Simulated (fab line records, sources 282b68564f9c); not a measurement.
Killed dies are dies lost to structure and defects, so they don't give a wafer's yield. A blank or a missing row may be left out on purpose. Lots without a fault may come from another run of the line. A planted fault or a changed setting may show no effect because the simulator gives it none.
fab line records | flow rit_cmos | part 1 of 2: steps 1 to 28 of 29
record lots=5 wafers=23
route steps=202 shown NRETRO@54 PRETRO@72 GATE@87 PSD@143 SDANNEAL@154 SILICIDE@162 M1@188
start_h: hours from the record's first day to the start of the lot's first wafer shown | wait_h: hours since the lot's step before | " the same as in the row above | L1.1+2: a row that stands for several wafers | - no value, or no start given | * or withheld: withheld | < > ~ a bound
route shown NAME@n: a module of which the file shows steps, and the number in the route of the first | usual: mean/standard deviation of fault-free wafers | same: alike in all rows | chamber/n: place in a boat | sites: the reading at each site | _std_site: their standard deviation | _edge_site: outer sites' mean less inner sites' | radius_mm: how far each site lies from the wafer's centre | mask NAME#n: copy n | behind: the tool/chamber that last shaped the wafer | hold: why the lot was held/for how many hours/how that ended | device: the transistor (n, p or np) that didn't switch | end of line: the same wafers' tests at the end of the route | a step without rows: its recipe alone | killed: dies lost to structure and defects at the first sort, not the wafer's yield | map: a wafer's dies, x killed, . not, _ none there
set.NAME: the setting as run; set.NAME@STEP: as run at that earlier step | model.NAME: the simulator's own value behind a step, which no gauge read
lots whose settings were changed on purpose; a table a step, a row a wafer
## steps
# step RIT_NRETRO_COAT_01
# recipe resist=NOVOLAK spin_rpm=2000 resist_thk_nm=1300
# columns lot.wafer tool chamber start_h wait_h set.spin_rpm model.NOVOLAK_of_NRETRO_COAT_01.thk_nm
L075.1 litho_track-01 0 37.71 0.1 1910 1326
L075.2+5 " 0 " " 2000 1292
L075.3 " 0 " " 2000 1295
L075.4 " 0 " " 1910 1328
L077.1+5 litho_track-01 0 45.18 0.1 2000 1299
L077.3 " 0 " " 2000 1298
L077.4 " 0 " " 2000 1297
L077.6 " 0 " " 2000 1301
L078.1 litho_track-04 0 50.27 0.1 2000 1301
L078.2 " 0 " " 2000 1298
L078.3 " 0 " " 2000 1302
L078.5 " 0 " " 2075 1274
L078.6 " 0 " " 2075 1279
L080.1 litho_track-01 0 60.31 0.1 2000 1297
L080.2 " 0 " " 2000 1298
L080.6 " 0 " " 2000 1301
L084.1 litho_track-04 0 80.91 0.1 2000 1299
L084.3 " 0 " " 2000 1296
L084.4 " 0 " " 2000 1298
L084.5 " 0 " " 2107 1266
L084.6 " 0 " " 2107 1267
# step RIT_NRETRO_SOFTBAKE_02
# recipe resist=NOVOLAK temp_c=90 time_s=60
# columns lot.wafer tool chamber start_h wait_h set.temp_c set.spin_rpm@NRETRO_COAT_01 model.NOVOLAK_of_NRETRO_COAT_01.thk_nm
L075.1 litho_track-01 0 37.86 0.1 90 1910 1326
L075.2+5 " 0 " " 90 2000 1292
L075.3 " 0 " " 90 2000 1295
L075.4 " 0 " " 90 1910 1328
L077.1 litho_track-01 0 45.33 0.1 90 2000 1299
L077.3+4 " 0 " " 92.94 2000 1287
L077.5 " 0 " " 92.94 2000 1289
L077.6 " 0 " " 90 2000 1301
L078.1 litho_track-04 0 50.42 0.1 86.96 2000 1301
L078.2 " 0 " " 86.96 2000 1298
L078.3 " 0 " " 90 2000 1302
L078.5 " 0 " " 90 2075 1274
L078.6 " 0 " " 86.96 2075 1279
L080.1 litho_track-01 0 60.46 0.1 90 2000 1297
L080.2 " 0 " " 90 2000 1298
L080.6 " 0 " " 90 2000 1301
L084.1 litho_track-04 0 81.06 0.1 93.34 2000 1287
L084.3 " 0 " " 90 2000 1296
L084.4 " 0 " " 93.34 2000 1286
L084.5 " 0 " " 90 2107 1266
L084.6 " 0 " " 93.34 2107 1255
# step RIT_NRETRO_EXPOSE_03
# recipe mask_id=M4 na=0.57 target_cd_nm=43900 dose_mj=250
# step RIT_NRETRO_PEB_04
# recipe resist=NOVOLAK temp_c=withheld time_s=withheld
# step RIT_NRETRO_DEVELOP_05
# recipe resist=NOVOLAK develop_time_s=68 dev_temp_c=23
# columns lot.wafer tool chamber start_h wait_h set.spin_rpm@NRETRO_COAT_01 set.temp_c@NRETRO_SOFTBAKE_02 model.NOVOLAK_of_NRETRO_COAT_01.thk_nm
L075.1 litho_track-01 0 - - 1910 90 1326
L075.2 " 0 " " 2000 90 1292
L075.3 " 0 " " 2000 90 1295
L075.4 " 0 " " 1910 90 1328
L075.5 " 0 " " 2000 90 1291
L077.1 litho_track-01 0 - - 2000 90 1299
L077.3+4 " 0 " " 2000 92.94 1287
L077.5 " 0 " " 2000 92.94 1288
L077.6 " 0 " " 2000 90 1301
L078.1 litho_track-01 0 - - 2000 86.96 1311
L078.2 " 0 " " 2000 86.96 1309
L078.3 " 0 " " 2000 90 1301
L078.5 " 0 " " 2075 90 1273
L078.6 " 0 " " 2075 86.96 1289
L080.1 litho_track-04 0 - - 2000 90 1296
L080.2 " 0 " " 2000 90 1297
L080.6 " 0 " " 2000 90 1300
L084.1 litho_track-04 0 - - 2000 93.34 1287
L084.3 " 0 " " 2000 90 1296
L084.4 " 0 " " 2000 93.34 1286
L084.5 " 0 " " 2107 90 1266
L084.6 " 0 " " 2107 93.34 1255
# step RIT_NRETRO_HARDBAKE_07
# recipe resist=NOVOLAK temp_c=140 time_s=120
# columns lot.wafer tool chamber start_h wait_h set.spin_rpm@NRETRO_COAT_01 model.NOVOLAK_of_NRETRO_COAT_01.thk_nm
L075.1 litho_track-02 0 38.60 0.0 1910 1159
L075.2+5 " 0 " " 2000 1130
L075.3 " 0 " " 2000 1133
L075.4 " 0 " " 1910 1161
L077.1+5 litho_track-04 0 45.95 0.0 2000 1136
L077.3+4 " 0 " " 2000 1135
L077.6 " 0 " " 2000 1138
L078.1+3 litho_track-04 0 51.03 0.0 2000 1138
L078.2 " 0 " " 2000 1135
L078.5 " 0 " " 2075 1114
L078.6 " 0 " " 2075 1119
L080.1 litho_track-02 0 61.41 0.2 2000 1134
L080.2 " 0 " " 2000 1135
L080.6 " 0 " " 2000 1137
L084.1 litho_track-01 0 81.84 0.0 2000 1136
L084.3 " 0 " " 2000 1133
L084.4 " 0 " " 2000 1135
L084.5+6 " 0 " " 2107 1108
# step RIT_PRETRO_IMPLANT_08
# recipe species=B energy_kev=45 dose_cm2=1.2e+13 tilt_deg=7
# columns lot.wafer tool chamber start_h wait_h set.dose_cm2
L075.1+2+3+4+5 implanter-01 0 40.40 0.2 1.2e+13
L077.1+3+5 implanter-03 0 47.88 0.2 1.112e+13
L077.4+6 " 0 " " 1.2e+13
L078.1+2+5 implanter-03 0 52.88 0.2 1.2e+13
L078.3+6 " 0 " " 1.243e+13
L080.1+2+6 implanter-04 0 63.21 0.2 1.2e+13
L084.1+3 implanter-04 0 83.64 0.2 1.2e+13
L084.4+5+6 " 0 " " 1.128e+13
# step RIT_PRETRO_STRIP_09
# recipe chemistry=O2 time_s=180 resist=NOVOLAK platen_temp_c=withheld power_w=500 pressure_mtorr=4000 o2_flow_sccm=4000
# step RIT_PRETRO_TW_MEAS_10
# usual PRETRO_TW=475/4
# columns lot.wafer tool chamber start_h wait_h set.dose_cm2@PRETRO_IMPLANT_08 PRETRO_TW
L075.1 film_metro-03 - 40.73 0.1 1.2e+13 479
L075.2 " - " " 1.2e+13 478
L075.3 " - " " 1.2e+13 478
L075.4 " - " " 1.2e+13 481
L075.5 " - " " 1.2e+13 479
L077.1 film_metro-03 - 48.20 0.1 1.112e+13 468
L077.3 " - " " 1.112e+13 467
L077.4 " - " " 1.2e+13 479
L077.5 " - " " 1.112e+13 467
L077.6 " - " " 1.2e+13 480
L078.1 film_metro-03 - 53.20 0.1 1.2e+13 479
L078.2 " - " " 1.2e+13 480
L078.3 " - " " 1.243e+13 487
L078.5 " - " " 1.2e+13 480
L078.6 " - " " 1.243e+13 487
L080.1 film_metro-02 - 63.54 0.1 1.2e+13 471
L080.2 " - " " 1.2e+13 473
L080.6 " - " " 1.2e+13 470
L084.1 film_metro-02 - 83.97 0.1 1.2e+13 478
L084.3 " - " " 1.2e+13 477
L084.4 " - " " 1.128e+13 469
L084.5 " - " " 1.128e+13 466
L084.6 " - " " 1.128e+13 471
# step RIT_GATE_COAT_11
# recipe resist=NOVOLAK spin_rpm=4250 resist_thk_nm=850
# columns lot.wafer tool chamber start_h wait_h set.spin_rpm model.NOVOLAK_of_GATE_COAT_11.thk_nm
L075.1 litho_track-02 0 45.70 0.1 4250 848.3
L075.2 " 0 " " 4250 846.7
L075.3 " 0 " " 4250 847.3
L075.4 " 0 " " 4169 857.9
L075.5 " 0 " " 4169 853.3
L077.1 litho_track-02 0 54.47 0.1 4250 846.3
L077.3 " 0 " " 4001 871.5
L077.4 " 0 " " 4001 873.3
L077.5 " 0 " " 4250 844.6
L077.6 " 0 " " 4001 872.3
L078.1 litho_track-01 0 57.08 0.1 4512 823.2
L078.2 " 0 " " 4250 848.9
L078.3 " 0 " " 4512 821.5
L078.5 " 0 " " 4250 847.3
L078.6 " 0 " " 4512 822.5
L080.1 litho_track-01 0 67.29 0.1 4250 847.2
L080.2 " 0 " " 4250 846.3
L080.6 " 0 " " 4250 849.5
L084.1 litho_track-02 0 91.41 0.1 4250 849.2
L084.3 " 0 " " 4493 830
L084.4 " 0 " " 4493 827.7
L084.5 " 0 " " 4250 855.1
L084.6 " 0 " " 4250 852.1
# step RIT_GATE_DEVELOP_15
# recipe resist=NOVOLAK develop_time_s=50 dev_temp_c=23
# columns lot.wafer tool chamber start_h wait_h set.dev_temp_c
L075.1+2+3+4+5 litho_track-01 0 - - 23
L077.1+3 litho_track-02 0 - - 23
L077.4+5+6 " 0 " " 20.49
L078.1+5+6 litho_track-02 0 - - 23
L078.2+3 " 0 " " 25.37
L080.1+2+6 litho_track-01 0 - - 23
L084.1+5 litho_track-02 0 - - 23
L084.3+4+6 " 0 " " 20.23
# step RIT_PSD_COAT_01
# recipe resist=NOVOLAK spin_rpm=3250 resist_thk_nm=1000
# columns lot.wafer tool chamber start_h wait_h set.resist_thk_nm model.NOVOLAK_of_PSD_COAT_01.thk_nm
L075.1 litho_track-01 0 58.03 0.1 1000 997.1
L075.2+3+4 " 0 " " 1048 1049
L075.5 " 0 " " 1000 1001
L077.1 litho_track-01 0 66.79 0.1 1000 998.1
L077.3+6 " 0 " " 1048 1048
L077.4 " 0 " " 1000 1001
L077.5 " 0 " " 1048 1047
L078.1 litho_track-03 0 69.84 0.1 1000 1002
L078.2 " 0 " " 1000 1001
L078.3 " 0 " " 1038 1037
L078.5 " 0 " " 1000 997.9
L078.6 " 0 " " 1038 1036
L080.1 litho_track-01 0 80.54 0.1 1000 996.6
L080.2 " 0 " " 1000 999.6
L080.6 " 0 " " 1000 999.4
L084.1 litho_track-03 0 103.19 0.1 1000 1003
L084.3 " 0 " " 1048 1052
L084.4+5 " 0 " " 1000 1001
L084.6 " 0 " " 1048 1050
# step RIT_PSD_SOFTBAKE_02
# recipe resist=NOVOLAK temp_c=90 time_s=60
# step RIT_PSD_EXPOSE_03
# recipe mask_id=M10 na=0.57 target_cd_nm=40900 dose_mj=250
# step RIT_PSD_DEVELOP_05
# recipe resist=NOVOLAK develop_time_s=50 dev_temp_c=23
# step RIT_PSD_HARDBAKE_07
# recipe resist=NOVOLAK temp_c=140 time_s=60
# columns lot.wafer tool chamber start_h wait_h set.resist_thk_nm@PSD_COAT_01 model.NOVOLAK_of_PSD_COAT_01.thk_nm
L075.1 litho_track-02 0 58.77 0.0 1000 881.2
L075.2 " 0 " " 1048 926.4
L075.3 " 0 " " 1048 926.5
L075.4 " 0 " " 1048 926.3
L075.5 " 0 " " 1000 884.4
L077.1 litho_track-02 0 67.65 0.0 1000 882.2
L077.3 " 0 " " 1048 926.1
L077.4 " 0 " " 1000 884.8
L077.5 " 0 " " 1048 924.7
L077.6 " 0 " " 1048 926
L078.1 litho_track-01 0 70.58 0.0 1000 885.6
L078.2 " 0 " " 1000 884.8
L078.3 " 0 " " 1038 916.1
L078.5 " 0 " " 1000 882
L078.6 " 0 " " 1038 915.3
L080.1 litho_track-01 0 81.40 0.0 1000 880.8
L080.2 " 0 " " 1000 883.5
L080.6 " 0 " " 1000 883.3
L084.1 litho_track-03 0 103.93 0.0 1000 886.7
L084.3 " 0 " " 1048 929
L084.4 " 0 " " 1000 884.7
L084.5 " 0 " " 1000 884.9
L084.6 " 0 " " 1048 927.3
# step RIT_PSD_IMPLANT_08
# recipe species=BF2 energy_kev=27 dose_cm2=5e+15 tilt_deg=7
# columns lot.wafer tool chamber start_h wait_h set.dose_cm2
L075.1+3+5 implanter-03 0 58.92 0.1 5e+15
L075.2+4 " 0 " " 4.745e+15
L077.1+3+6 implanter-04 0 67.80 0.1 5e+15
L077.4+5 " 0 " " 4.838e+15
L078.1+2+3+5+6 implanter-01 0 70.73 0.1 5e+15
L080.1+2+6 implanter-03 0 81.55 0.1 5e+15
L084.1+5 implanter-03 0 104.08 0.1 4.757e+15
L084.3+4+6 " 0 " " 5e+15
# step RIT_SDANNEAL_CLEAN_01
# recipe chemistry=dHF dilution=50:1 time_s=30
# columns lot.wafer tool chamber start_h wait_h set.time_s
L075.1+2+3+4+5 - - - 0.0 32.54
L077.1+3+4+5+6 - - - 0.0 31.65
L078.1+2+3+5+6 - - - 0.0 31.43
L080.1+2+6 wet_bench-01 1 82.11 0.0 30
L084.1+3+4+5+6 - - - 0.0 30
# step RIT_SDANNEAL_CLEAN_02
# recipe chemistry=SC2 mix=3:3:50 time_s=600 temp_c=75 dry=n2_spin
# step RIT_SDANNEAL_RTA_03
# recipe temp_c=1050 time_s=5 idle_temp_c=600 ramp_up_c_per_s=342 ramp_down_c_per_s=171 cool_to_c=600 ambient=N2
# step RIT_SDANNEAL_RS_MEAS_04
# recipe thk_meas_gauge=four-point-probe
# usual PSD_RS=115.76/0.24
# columns lot.wafer tool chamber start_h wait_h set.dose_cm2@PSD_IMPLANT_08 PSD_RS[ohm/sq]
L075.1 film_metro-02 - 59.85 0.0 5e+15 115.71
L075.2 " - " " 4.745e+15 116.46
L075.3 " - " " 5e+15 115.67
L075.4 " - " " 4.745e+15 116.18
L075.5 " - " " 5e+15 115.45
L077.1 film_metro-04 - 68.78 0.0 5e+15 115.84
L077.3 " - " " 5e+15 116.13
L077.4 " - " " 4.838e+15 116.39
L077.5 " - " " 4.838e+15 116.39
L077.6 " - " " 5e+15 115.85
L078.1 film_metro-04 - 71.71 0.0 5e+15 115.83
L078.2 " - " " 5e+15 115.83
L078.3 " - " " 5e+15 116.01
L078.5 " - " " 5e+15 115.88
L078.6 " - " " 5e+15 115.94
L080.1 film_metro-01 - 82.36 0.0 5e+15 115.53
L080.2 " - " " 5e+15 115.63
L080.6 " - " " 5e+15 116.05
L084.1 film_metro-02 - 104.94 0.1 4.757e+15 116.53
L084.3 " - " " 5e+15 115.84
L084.4 " - " " 5e+15 115.86
L084.5 " - " " 4.757e+15 116.54
L084.6 " - " " 5e+15 115.85
# step RIT_SILICIDE_SPUTTER_01
# recipe material=Ti target_thk_nm=30 power_w=350 chamber_pressure_pa=0.667 gas=Ar time_s=240 substrate_temp_c=25
# columns lot.wafer tool chamber start_h wait_h set.power_w model.Ti_of_SILICIDE_SPUTTER_01.thk_nm
L075.1 pvd_sputter-02 - 60.35 0.0 350 29.79
L075.2 " - " " 318.6 27.49
L075.3 " - " " 318.6 27.34
L075.4 " - " " 350 30.11
L075.5 " - " " 318.6 27.02
L077.1 pvd_sputter-02 - 69.28 0.0 387.4 33.49
L077.3 " - " " 350 30.02
L077.4 " - " " 350 29.93
L077.5 " - " " 387.4 33.2
L077.6 " - " " 387.4 33.39
L078.1 pvd_sputter-03 - 72.20 0.0 350 30.33
L078.2 " - " " 382.6 33.29
L078.3 " - " " 382.6 33.09
L078.5 " - " " 350 30.46
L078.6 " - " " 382.6 33.11
L080.1 pvd_sputter-03 - 82.85 0.0 350 30.18
L080.2 " - " " 350 29.8
L080.6 " - " " 350 29.87
L084.1 pvd_sputter-03 - 105.44 0.0 334.6 29.49
L084.3 " - " " 350 30.75
L084.4 " - " " 334.6 29.19
L084.5 " - " " 350 30.71
L084.6 " - " " 334.6 29.44
# step RIT_SILICIDE_RS_MEAS_02
# recipe thk_meas_gauge=four-point-probe reads=Ti_of_SILICIDE_SPUTTER_01
# usual SILICIDE_TI_RS=47.5/0.58
# columns lot.wafer tool chamber start_h wait_h set.power_w@SILICIDE_SPUTTER_01 SILICIDE_TI_RS[ohm/sq]
L075.1 film_metro-04 - 60.50 0.1 350 48.4
L075.2 " - " " 318.6 53.5
L075.3 " - " " 318.6 53.9
L075.4 " - " " 350 47.6
L075.5 " - " " 318.6 54.6
L077.1 film_metro-01 - 69.43 0.1 387.4 41.7
L077.3 " - " " 350 47.8
L077.4 " - " " 350 48.0
L077.5 " - " " 387.4 42.2
L077.6 " - " " 387.4 41.8
L078.1 film_metro-03 - 72.35 0.1 350 47.1
L078.2 " - " " 382.6 41.9
L078.3 " - " " 382.6 42.3
L078.5 " - " " 350 46.9
L078.6 " - " " 382.6 42.3
L080.1 film_metro-04 - 83.00 0.1 350 47.5
L080.2 " - " " 350 48.3
L080.6 " - " " 350 48.3
L084.1 film_metro-04 - 105.59 0.1 334.6 49.0
L084.3 " - " " 350 46.5
L084.4 " - " " 334.6 49.5
L084.5 " - " " 350 46.5
L084.6 " - " " 334.6 49.2
# step RIT_SILICIDE_THK_MEAS_03
# recipe thk_meas_gauge=xrf reads=Ti_of_SILICIDE_SPUTTER_01
# usual SILICIDE_TI_THK=30.4/0.36
# columns lot.wafer tool chamber start_h wait_h set.power_w@SILICIDE_SPUTTER_01 SILICIDE_TI_THK[nm]
L075.1 film_metro-04 - 60.62 0.1 350 30.1
L075.2 " - " " 318.6 27.7
L075.3 " - " " 318.6 27.6
L075.4 " - " " 350 30.4
L075.5 " - " " 318.6 27.2
L077.1 film_metro-01 - 69.55 0.1 387.4 33.7
L077.3 " - " " 350 30.1
L077.4 " - " " 350 30.1
L077.5 " - " " 387.4 33.4
L077.6 " - " " 387.4 33.7
L078.1 film_metro-03 - 72.47 0.1 350 30.4
L078.2 " - " " 382.6 33.3
L078.3 " - " " 382.6 33.3
L078.5 " - " " 350 30.6
L078.6 " - " " 382.6 33.2
L080.1 film_metro-04 - 83.12 0.1 350 30.5
L080.2 " - " " 350 30.0
L080.6 " - " " 350 30.0
L084.1 film_metro-04 - 105.71 0.1 334.6 30.0
L084.3 " - " " 350 31.2
L084.4 " - " " 334.6 29.6
L084.5 " - " " 350 31.1
L084.6 " - " " 334.6 29.9
# step RIT_M1_COAT_04
# recipe resist=NOVOLAK spin_rpm=2000 resist_thk_nm=1300
# columns lot.wafer tool chamber start_h wait_h set.resist_thk_nm model.NOVOLAK_of_M1_COAT_04.thk_nm
L075.1 litho_track-04 0 64.01 0.1 1337 1335
L075.2 " 0 " " 1300 1297
L075.3 " 0 " " 1337 1333
L075.4 " 0 " " 1300 1300
L075.5 " 0 " " 1300 1299
L077.1 litho_track-01 0 72.87 0.1 1300 1303
L077.3+4 " 0 " " 1300 1300
L077.5 " 0 " " 1300 1302
L077.6 " 0 " " 1300 1304
L078.1 litho_track-02 0 75.65 0.1 1300 1301
L078.2 " 0 " " 1300 1305
L078.3 " 0 " " 1300 1297
L078.5 " 0 " " 1331 1331
L078.6 " 0 " " 1331 1334
L080.1 litho_track-01 0 86.43 0.1 1300 1305
L080.2 " 0 " " 1300 1302
L080.6 " 0 " " 1300 1304
L084.1+5 litho_track-04 0 108.98 0.1 1300 1294
L084.3 " 0 " " 1246 1244
L084.4 " 0 " " 1300 1298
L084.6 " 0 " " 1246 1245
# step RIT_M1_SOFTBAKE_05
# recipe resist=NOVOLAK temp_c=90 time_s=60
# step RIT_M1_EXPOSE_06
# recipe mask_id=M12 na=0.6 source_shape=conventional sigma_outer=0.5 target_cd_nm=2600 dose_mj=250
# step RIT_M1_HARDBAKE_11
# recipe resist=NOVOLAK temp_c=140 time_s=120
# columns lot.wafer tool chamber start_h wait_h set.resist_thk_nm@M1_COAT_04 model.NOVOLAK_of_M1_COAT_04.thk_nm
L075.1 litho_track-04 0 65.02 0.0 1337 1167
L075.2 " 0 " " 1300 1134
L075.3 " 0 " " 1337 1165
L075.4 " 0 " " 1300 1137
L075.5 " 0 " " 1300 1136
L077.1 litho_track-01 0 73.97 0.0 1300 1139
L077.3+4 " 0 " " 1300 1137
L077.5 " 0 " " 1300 1138
L077.6 " 0 " " 1300 1140
L078.1 litho_track-02 0 76.66 0.0 1300 1138
L078.2 " 0 " " 1300 1141
L078.3 " 0 " " 1300 1134
L078.5 " 0 " " 1331 1163
L078.6 " 0 " " 1331 1166
L080.1+6 litho_track-04 0 87.45 0.0 1300 1141
L080.2 " 0 " " 1300 1138
L084.1+5 litho_track-04 0 109.99 0.0 1300 1132
L084.3 " 0 " " 1246 1089
L084.4 " 0 " " 1300 1135
L084.6 " 0 " " 1246 1090
## key
split step=RIT_NRETRO_COAT_01 setting=spin_rpm stated=2000 by=wafer
response step=RIT_NRETRO_COAT_01 reading=model.NOVOLAK_of_NRETRO_COAT_01.thk_nm change=-6.51 per=1% r=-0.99
response step=RIT_NRETRO_SOFTBAKE_02 reading=model.NOVOLAK_of_NRETRO_COAT_01.thk_nm change=-6.33 per=1% r=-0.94
response step=RIT_NRETRO_HARDBAKE_07 reading=model.NOVOLAK_of_NRETRO_COAT_01.thk_nm change=-5.62 per=1% r=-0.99
response step=RIT_NRETRO_DEVELOP_05 reading=model.NOVOLAK_of_NRETRO_COAT_01.thk_nm slope=-6.51 per=1% together_with=temp_c@NRETRO_SOFTBAKE_02 explained=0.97
split step=RIT_NRETRO_SOFTBAKE_02 setting=temp_c stated=90 by=wafer
response step=RIT_NRETRO_DEVELOP_05 reading=model.NOVOLAK_of_NRETRO_COAT_01.thk_nm slope=-3.36 per=1% together_with=spin_rpm@NRETRO_COAT_01 explained=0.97
split step=RIT_PRETRO_IMPLANT_08 setting=dose_cm2 stated=1.2e+13 by=wafer
response step=RIT_PRETRO_TW_MEAS_10 reading=PRETRO_TW change=+1.62 per=1% r=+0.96
split step=RIT_GATE_COAT_11 setting=spin_rpm stated=4250 by=wafer
response step=RIT_GATE_COAT_11 reading=model.NOVOLAK_of_GATE_COAT_11.thk_nm change=-4.28 per=1% r=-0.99
split step=RIT_GATE_DEVELOP_15 setting=dev_temp_c stated=23 by=wafer
response step=RIT_M1_PROBE_99 reading=model.etest.pmos_turned.r_on_ohm_um change=+38.2 per=1% r=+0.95
response step=RIT_M1_PROBE_99 reading=model.etest.pmos_0p15.r_on_ohm_um change=+38.7 per=1% r=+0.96
response step=RIT_M1_PROBE_99 reading=model.etest.pmos_0p3.r_on_ohm_um change=+35.8 per=1% r=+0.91
response step=RIT_M1_PROBE_99 reading=model.etest.nmos_0p3.r_on_ohm_um change=+10.2 per=1% r=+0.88
response step=RIT_M1_PROBE_99 reading=model.etest.nmos_0p15.r_on_ohm_um change=+12.1 per=1% r=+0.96
response step=RIT_M1_PROBE_99 reading=model.etest.nmos_0p15.drive_ua_um change=-7.52 per=1% r=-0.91
response step=RIT_M1_PROBE_99 reading=model.etest.nmos_turned.drive_ua_um change=-4.11 per=1% r=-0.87
response step=RIT_M1_PROBE_99 reading=model.etest.pmos_0p15.drive_ua_um change=-5.09 per=1% r=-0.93
split step=RIT_PSD_COAT_01 setting=resist_thk_nm stated=1000 by=wafer
response step=RIT_PSD_COAT_01 reading=model.NOVOLAK_of_PSD_COAT_01.thk_nm change=+10.1 per=1% r=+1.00
response step=RIT_PSD_HARDBAKE_07 reading=model.NOVOLAK_of_PSD_COAT_01.thk_nm change=+8.81 per=1% r=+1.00
split step=RIT_PSD_IMPLANT_08 setting=dose_cm2 stated=5e+15 by=wafer
response step=RIT_SDANNEAL_RS_MEAS_04 reading=PSD_RS change=-0.14 per=1% r=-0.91
split step=RIT_SDANNEAL_CLEAN_01 setting=time_s stated=30 by=lot
response none clear
split step=RIT_SILICIDE_SPUTTER_01 setting=power_w stated=350 by=wafer
response step=RIT_SILICIDE_SPUTTER_01 reading=model.Ti_of_SILICIDE_SPUTTER_01.thk_nm change=+0.305 per=1% r=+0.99
response step=RIT_SILICIDE_RS_MEAS_02 reading=SILICIDE_TI_RS change=-0.584 per=1% r=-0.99
response step=RIT_SILICIDE_THK_MEAS_03 reading=SILICIDE_TI_THK change=+0.31 per=1% r=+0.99
split step=RIT_M1_COAT_04 setting=resist_thk_nm stated=1300 by=wafer
response step=RIT_M1_COAT_04 reading=model.NOVOLAK_of_M1_COAT_04.thk_nm change=+12.4 per=1% r=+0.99
response step=RIT_M1_HARDBAKE_11 reading=model.NOVOLAK_of_M1_COAT_04.thk_nm change=+10.7 per=1% r=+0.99
